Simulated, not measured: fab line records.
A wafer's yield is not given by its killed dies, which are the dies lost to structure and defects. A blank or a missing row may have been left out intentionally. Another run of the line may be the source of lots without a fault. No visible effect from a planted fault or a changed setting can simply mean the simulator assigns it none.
fab line records | flow ritCmos
record: lots: 5 wafers: 15 lastDay: 7
route steps=202 shown M1@184
lots that met no fault: taken from a fault-free run of the same line
startH: hours from the record's opening day to when the first of the lot's shown wafers began | waitH: how many hours have passed since the lot's step before this one | " as in the row above | L1.1+2: a single row standing in for several wafers | - no value present, or no start provided | * or withheld: withheld | < > ~ a bound
route shown NAME@n: names a module that has steps shown in the file, with the first one's number in the route | usual: mean/standard deviation taken from wafers without a fault | same: alike in all rows | chamber/n: place in a boat | sites: each site's reading | _std_site: the standard deviation of these | _edge_site: inner sites' mean taken away from outer sites' mean | radiusMm: for every site, how far away it sits from the centre of the wafer | mask NAME#n: copy n | behind: the last tool/chamber to shape the wafer | hold: the reason the lot was held/the length of the hold in hours/how it ended | device: transistor that didn't switch, given as n, p or np | end of line: the tests these same wafers got at the end of their route | for a step that has no rows: nothing shown but its recipe | killed: dies lost to structure and defects at the first sort, not the wafer's yield | map: the dies of a wafer, with x for killed, . for not killed, _ for no die there
set.NAME: the run value of the setting; set.NAME@STEP: its run value at that earlier step | model.NAME: the simulator's own value behind a step, which no gauge read
lots at selected steps of the route; one table per step, one row per wafer
services: from which hour (startH, from the record's first day; less than 0 if before it) a tool's chamber was out of use, for how many hours, and why
== steps ==
step: RIT_M1_SPUTTER_00
recipe: material: Al targetThkNm: 400 powerW: 2000 chamberPressurePa: 0.4 gas: Ar timeS: 500 substrateTempC: 25
usual: throttleValvePct: 30.0/1.1
columns lot.wafer tool chamber startH waitH throttleValvePct
L338.1 pvdSputter-02 - 108.74 0.0 28.8
L338.3 " - " " 32.1
L338.4 " - " " 30.2
L339.1 pvdSputter-01 - 112.67 0.0 30.4
L339.4 " - " " 31.0
L339.5 " - " " 30.4
L345.2 pvdSputter-01 - 142.42 0.0 30.8
L345.4 " - " " 28.5
L345.5 " - " " 28.4
L347.2 pvdSputter-01 - 155.42 0.0 30.3
L347.4 " - " " 28.7
L347.6 " - " " 30.0
L349.1 pvdSputter-01 - 163.24 0.0 30.6
L349.2 " - " " 29.8
L349.3 " - " " 30.7
step: RIT_M1_RS_MEAS_01
recipe: thkMeasGauge: four-point-probe reads: Al_of_M1_SPUTTER_00
usual: M1_AL_RS: 0.0732/0.00083
columns lot.wafer tool chamber startH waitH M1_AL_RS[ohm/sq]
L338.1 filmMetro-02 - 109.03 0.1 0.0737
L338.3 " - " " 0.0754
L338.4 " - " " 0.0742
L339.1 filmMetro-01 - 112.97 0.1 0.0740
L339.4 " - " " 0.0749
L339.5 " - " " 0.0733
L345.2 filmMetro-03 - 142.73 0.2 0.0742
L345.4 " - " " 0.0732
L345.5 " - " " 0.0730
L347.2 filmMetro-01 - 155.73 0.2 0.0723
L347.4 " - " " 0.0731
L347.6 " - " " 0.0720
L349.1 filmMetro-03 - 163.54 0.1 0.0742
L349.2 " - " " 0.0733
L349.3 " - " " 0.0729
step: RIT_M1_THK_MEAS_02
recipe: thkMeasGauge: xrf reads: Al_of_M1_SPUTTER_00
usual: M1_AL_THK: 400/5.1
columns lot.wafer tool chamber startH waitH M1_AL_THK[nm]
L338.1 filmMetro-02 - 109.15 0.1 398
L338.3 " - " " 390
L338.4 " - " " 396
L339.1 filmMetro-01 - 113.09 0.1 396
L339.4 " - " " 389
L339.5 " - " " 396
L345.2 filmMetro-03 - 142.84 0.1 397
L345.4 " - " " 398
L345.5 " - " " 400
L347.2 filmMetro-01 - 155.84 0.1 404
L347.4 " - " " 403
L347.6 " - " " 406
L349.1 filmMetro-03 - 163.66 0.1 394
L349.2 " - " " 399
L349.3 " - " " 399
step: RIT_M1_HMDS_03
recipe: primeTimeS: 60 primeTempC: 140
step: RIT_M1_COAT_04
recipe: resist: NOVOLAK spinRpm: 2000 resistThkNm: 1300
step: RIT_M1_SOFTBAKE_05
recipe: resist: NOVOLAK tempC: 90 timeS: 60
step: RIT_M1_EXPOSE_06
recipe: maskId: M12 na: 0.6 sourceShape: conventional sigmaOuter: 0.5 targetCdNm: 2600 doseMj: 250
step: RIT_M1_PEB_07
recipe: resist: NOVOLAK tempC: withheld timeS: withheld
step: RIT_M1_DEVELOP_08
recipe: resist: NOVOLAK developTimeS: 68 devTempC: 23
step: RIT_M1_CD_MEAS_09
recipe: targetCdNm: 2600
usual: cdNm: 2600.3/2
columns lot.wafer tool chamber startH waitH cdNm
L338.1 cdSem-02 - 110.09 - 2602.0
L338.3 " - " " 2603.7
L338.4 " - " " 2601.0
L339.1 cdSem-02 - 114.03 - 2602.6
L339.4 " - " " 2602.9
L339.5 " - " " 2602.6
L345.2 cdSem-01 - 143.79 - 2600.2
L345.4 " - " " 2601.0
L345.5 " - " " 2600.7
L347.2 cdSem-02 - 157.05 - 2598.0
L347.4 " - " " 2599.5
L347.6 " - " " 2599.9
L349.1 cdSem-02 - 164.72 - 2598.0
L349.2 " - " " 2598.9
L349.3 " - " " 2599.3
step: RIT_M1_OVL_MEAS_10
usual: M1_OVL: 0.1/1.1
columns lot.wafer tool chamber startH waitH M1_OVL[nm]
L338.1 overlay-02 - 110.21 0.1 -2.1
L338.3 " - " " 0.3
L338.4 " - " " -0.5
L339.1 overlay-02 - 114.15 0.1 1.8
L339.4 " - " " 0.7
L339.5 " - " " -0.6
L345.2 overlay-02 - 143.90 0.1 -0.7
L345.4 " - " " -0.8
L345.5 " - " " -1.5
L347.2 overlay-02 - 157.15 0.1 -0.1
L347.4 " - " " -1.1
L347.6 " - " " 0.2
L349.1 overlay-02 - 164.84 0.1 0.4
L349.2 " - " " -0.5
L349.3 " - " " 0.4
step: RIT_M1_HARDBAKE_11
recipe: resist: NOVOLAK tempC: 140 timeS: 120
step: RIT_M1_METAL_ETCH_12
recipe: stopOn: SiO2 chemistry: Cl2/BCl3 target: Al timeS: 165 overEtchFrac: 0.5 pressureMtorr: 100 targetDepthA: 6000 rfW: 250 Cl2_flow_sccm: 60 bcl3FlowSccm: 50
usual: chamberPressureMTorr: 100.00/0.092 drypumpMotorCurrentA: 5.97/0.21 oesProductAu: 0.776/0.013 throttleValvePct: 8.26/0.088
columns lot.wafer tool chamber startH waitH chamberPressureMTorr drypumpMotorCurrentA oesProductAu rfHoursCounterH throttleValvePct
L338.1 rieMetal-01 1 110.60 0.2 100.00 5.55 0.768 5 8.38
L338.3 " 1 " " 100.10 5.59 0.755 - 8.38
L338.4 " 0 " " 100.04 6.03 0.759 - 8.28
L339.1 rieMetal-02 1 114.43 0.2 99.90 6.14 0.760 36 8.32
L339.4 " 1 " " 99.89 6.14 0.759 - 8.30
L339.5 " 1 " " 100.06 6.12 0.767 - 8.32
L345.2 rieMetal-03 1 144.18 0.2 100.08 6.05 0.781 3 8.27
L345.4 " 0 " " 100.14 5.86 0.790 - 8.10
L345.5 " 1 " " 99.93 6.07 0.790 - 8.27
L347.2 rieMetal-02 1 157.44 0.2 100.12 6.12 0.787 0 8.32
L347.4 " 1 " " 99.86 6.14 0.778 - 8.30
L347.6 " 0 " " 99.95 6.20 0.805 - 8.24
L349.1 rieMetal-01 0 165.13 0.2 99.87 6.01 0.758 5 8.26
L349.2 " 1 " " 100.00 5.57 0.777 5 8.38
L349.3 " 1 " " 99.97 5.58 0.767 - 8.38
step: RIT_M1_STRIP_13
recipe: chemistry: nmp resist: NOVOLAK tempC: 80 timeS: 600 dry: n2Spin
step: RIT_M1_STRIP_14
recipe: chemistry: O2 timeS: 180 platenTempC: withheld powerW: 500 pressureMtorr: 4000 o2FlowSccm: 4000
usual: chamberPressureMTorr: 4000/3.8 drypumpMotorCurrentA: 6.0/0.71 o2FlowSccm: 4002/12
columns lot.wafer tool chamber startH waitH chamberPressureMTorr drypumpMotorCurrentA o2FlowSccm rfHoursCounterH
L338.1 plasmaAsher-04 1 110.93 0.0 4006 6.5 4035 31
L338.3 " 0 " " 3991 5.9 3994 -
L338.4 " 1 " " 4007 6.6 4023 -
L339.1 plasmaAsher-04 0 114.77 0.0 4005 5.9 4013 31
L339.4 " 1 " " 4003 6.6 4007 -
L339.5 " 0 " " 4003 5.9 3982 -
L345.2 plasmaAsher-02 1 144.51 0.0 4006 5.0 4009 47
L345.4 " 0 " " 4003 6.8 4011 -
L345.5 " 0 " " 4003 6.8 3985 -
L347.2 plasmaAsher-03 0 157.80 0.0 3994 6.3 4002 4
L347.4 " 1 " " 4007 5.8 3999 -
L347.6 " 0 " " 3999 6.4 4004 -
L349.1 plasmaAsher-03 1 165.46 0.0 3999 5.8 3985 5
L349.2 " 0 " " 3998 6.3 3991 5
L349.3 " 0 " " 4001 6.3 3996 -
step: RIT_M1_CD_MEAS_90
recipe: targetCdNm: 2600
usual: cdNm: 2600.1/2.6
columns lot.wafer tool chamber startH waitH cdNm
L338.1 cdSem-02 - 111.11 0.1 2604.1
L338.3 " - " " 2605.1
L338.4 " - " " 2601.2
L339.1 cdSem-01 - 114.94 0.1 2603.5
L339.4 " - " " 2604.1
L339.5 " - " " 2603.8
L345.2 cdSem-01 - 144.71 0.1 2600.3
L345.4 " - " " 2599.7
L345.5 " - " " 2601.3
L347.2 cdSem-02 - 157.99 0.1 2600.9
L347.4 " - " " 2602.8
L347.6 " - " " 2600.9
L349.1 cdSem-01 - 165.64 0.1 2595.5
L349.2 " - " " 2599.3
L349.3 " - " " 2598.5
step: RIT_M1_ANNEAL_15
recipe: tempC: 450 timeS: 1800 ambient: forming_gas_H2N2
step: RIT_M1_BOW_MEAS_16
recipe: mode: bow
usual: M1_BOW: 17/6.2
columns lot.wafer tool chamber startH waitH M1_BOW[um]
L338.1 filmMetro-03 - 112.73 0.0 14
L338.3 " - " " 17
L338.4 " - " " 10
L339.1 filmMetro-01 - 116.56 0.0 15
L339.4 " - " " 25
L339.5 " - " " 2
L345.2 filmMetro-03 - 146.73 0.0 13
L345.4 " - " " 10
L345.5 " - " " 12
L347.2 filmMetro-01 - 159.96 0.0 22
L347.4 " - " " 8
L347.6 " - " " 20
L349.1 filmMetro-02 - 167.26 0.0 20
L349.2 " - " " 16
L349.3 " - " " 29
step: RIT_M1_PROBE_99
usual: defectLimitedYield: 97.5/1.1 killed_at_M0_to_M3: 0.0/0.083 killedAtContacts: 0.1/0.28 killedAtFrontEnd: 6.5/3 killedDies: 7/3 killedOpen: 3.2/2 killedShort: 3.2/1.9 sort_bin_3_pad_short: 0.1/0.2 sort_bin_5_function: 1.4/0.81 sort_bin_6_memory: 1.0/0.67 sortNPass: 257/3 sortYieldPct: 97.5/1.1
same: grossDies: 264 killed_at_M4_up: 0 killedAtBackSide: 0 killedAtOther: 0
columns lot.wafer tool chamber startH waitH defectLimitedYield[%] killed_at_M0_to_M3 killedAtContacts killedAtFrontEnd killedDies killedOpen killedShort sort_bin_3_pad_short[%] sort_bin_5_function[%] sort_bin_6_memory[%] sortNPass sortYieldPct[%] model.etest.tester.sortNPass model.etest.tester.sortYieldPct
L338.1 prober-02 - 112.85 0.1 97.7 0 0 6 6 4 2 0 1.1 1.1 258 97.7 258 97.73
L338.3 prober-02 - 112.95 0.2 95.8 0 0 11 11 9 2 0.4 0.8 3.0 253 95.8 253 95.83
L338.4 prober-02 - 113.00 0.2 96.6 0 1 8 9 7 2 0 2.7 0.8 255 96.6 255 96.59
L339.1 prober-01 - 116.68 0.1 96.6 0 0 9 9 5 4 0 2.3 1.1 255 96.6 255 96.59
L339.4 prober-01 - 116.83 0.2 98.1 0 0 5 5 3 2 0 1.1 0.8 259 98.1 259 98.11
L339.5 prober-01 - 116.88 0.2 98.5 0 0 4 4 3 1 0 0.4 1.1 260 98.5 260 98.48
L345.2 prober-01 - 146.88 0.1 94.3 0 0 15 15 9 5 0.4 3.8 1.5 249 94.3 249 94.32
L345.4 prober-01 - 146.98 0.2 98.1 0 0 5 5 4 1 0 1.1 0.8 259 98.1 259 98.11
L345.5 prober-01 - 147.03 0.2 98.1 0 0 5 5 2 3 0 0.4 1.5 259 98.1 259 98.11
L347.2 prober-01 - 160.11 0.1 98.9 0 0 3 3 0 3 0 0.8 0.4 261 98.9 261 98.86
L347.4 prober-01 - 160.21 0.2 98.1 0 1 4 5 0 5 0 1.1 0.8 259 98.1 259 98.11
L347.6 prober-01 - 160.31 0.2 94.3 5 0 10 15 7 3 0 3.8 1.9 249 94.3 249 94.32
L349.1 prober-01 - 167.38 0.1 97.0 0 0 8 8 4 3 0 1.1 1.9 256 97.0 256 96.97
L349.2 prober-01 - 167.43 0.1 95.5 0 0 12 12 5 6 0 3.4 1.1 252 95.5 252 95.45
L349.3 prober-01 - 167.48 0.2 97.7 0 0 6 6 2 4 0.4 1.5 0.4 258 97.7 258 97.73
killed by level:class
L338.1 GATE:geometricParticle:open=3 FOX2:geometricParticle:short=1 REOX:geometricParticle:short=1 SILICIDE:geometricParticle:open=1
L338.3 GATE:geometricParticle:open=5 REOX:geometricParticle:open=2 FOX1:geometricParticle:open=1 GATE:geometricParticle:short=1 SPACER:geometricParticle:open=1 SILICIDE:geometricParticle:short=1
L338.4 SPACER:geometricParticle:open=2 SILICIDE:geometricParticle:open=2 FOX1:geometricParticle:short=1 FOX1:geometricParticle:open=1 GATE:geometricParticle:short=1 GATE:geometricParticle:open=1 CONTACT:geometricParticle:open=1
L339.1 REOX:geometricParticle:open=3 REOX:geometricParticle:short=2 GATE:geometricParticle:open=1 GATE:geometricParticle:short=1 SPACER:geometricParticle:open=1 SPACER:geometricParticle:short=1
L339.4 GATE:geometricParticle:short=2 GATE:geometricParticle:open=1 REOX:geometricParticle:open=1 SPACER:geometricParticle:open=1
L339.5 GATE:geometricParticle:short=1 GATE:geometricParticle:open=1 REOX:geometricParticle:open=1 SILICIDE:geometricParticle:open=1
L345.2 FOX1:geometricParticle:open=4 GATE:geometricParticle:open=3 FOX1:geometricParticle:short=2 GATE:geometricParticle:short=2 ACTIVE:geometricParticle:open=1 REOX:geometricParticle:short=1 SILICIDE:geometricParticle:open=1 NWELL:coatMicrobubblePrinted=1
L345.4 GATE:geometricParticle:open=3 FOX1:geometricParticle:open=1 FOX1:geometricParticle:short=1
L345.5 REOX:geometricParticle:short=2 GATE:geometricParticle:short=1 GATE:geometricParticle:open=1 REOX:geometricParticle:open=1
L347.2 REOX:geometricParticle:short=2 FOX1:geometricParticle:short=1
L347.4 GATE:geometricParticle:short=2 FOX1:geometricParticle:short=1 SPACER:geometricParticle:short=1 CONTACT:geometricParticle:short=1
L347.6 M1:unspecified=5 GATE:geometricParticle:open=3 FOX1:geometricParticle:open=2 GATE:geometricParticle:short=2 SPACER:geometricParticle:open=2 SPACER:geometricParticle:short=1
L349.1 GATE:geometricParticle:short=2 GATE:geometricParticle:open=2 FOX1:geometricParticle:open=1 FOX2:geometricParticle:short=1 SILICIDE:geometricParticle:open=1 ACTIVE:coatMicrobubblePrinted=1
L349.2 GATE:geometricParticle:short=4 GATE:geometricParticle:open=3 REOX:geometricParticle:short=2 FOX1:geometricParticle:open=1 SILICIDE:geometricParticle:open=1 ACTIVE:coatMicrobubblePrinted=1
L349.3 GATE:geometricParticle:open=2 FOX1:geometricParticle:short=1 FOX2:geometricParticle:short=1 GATE:geometricParticle:short=1 SPACER:geometricParticle:short=1
map L347.6 (x killed, . not)
________..x...._______
_____.............____
____...............___
___.................__
__...x........x......_
__..........x.x......_
_x....................
_....x........x....x..
_............x........
_.....................
__..................x_
__............x......_
___.x...........x...__
____...............___
_____.......x.....____
________......._______
map L339.1 (x killed, . not)
________......._______
_____.............____
____........x.x....___
___.................__
__..................._
__..................._
_.....................
_................x....
_.............x.......
_.................x..x
__............x......_
__...............x..._
___.................__
____...............___
_____..........x..____
________......._______
== services ==
columns tool chamber startH hours kind
rieMetal-02 - 91.53 0.3 repair
rieMetal-01 1 101.72 7.3 repair
plasmaAsher-03 - 108.75 9.0 pm
plasmaAsher-03 0 108.75 9.0 ventCycle
plasmaAsher-03 1 108.75 9.0 ventCycle
plasmaAsher-02 - 111.69 0.8 repair
pvdSputter-02 - 114.71 4.2 repair
rieMetal-01 1 115.87 1.9 repair
plasmaAsher-03 0 117.75 - clean
plasmaAsher-03 1 117.75 - clean
rieMetal-02 - 136.12 20.0 pm
rieMetal-02 0 136.12 20.0 ventCycle
rieMetal-02 1 136.12 20.0 ventCycle
rieMetal-02 1 140.24 13.1 repair
rieMetal-02 0 156.12 - clean
rieMetal-02 1 156.12 - clean
plasmaAsher-04 - 160.67 3.1 repair
rieMetal-03 - 163.39 2.4 repair
== key ==
firstSign: step: RIT_M1_PROBE_99 reading: killed_at_M0_to_M3 direction: up sigmas: 5 usual: 0.0 struck: 5
effect none on later readings
modelEffect: step: RIT_M1_PROBE_99 value: etest.tester.sortNPass without: 254 struck: 249
metAt RIT_M1_METAL_ETCH_12
struckWafers L347.6
fault: kind: chamberParticleSource tool: rieMetal-02 chamber: 0 onsetH: 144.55 steps: RIT_M1_METAL_ETCH_12 ratePerVisitCm2: 0.052097 endH: 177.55
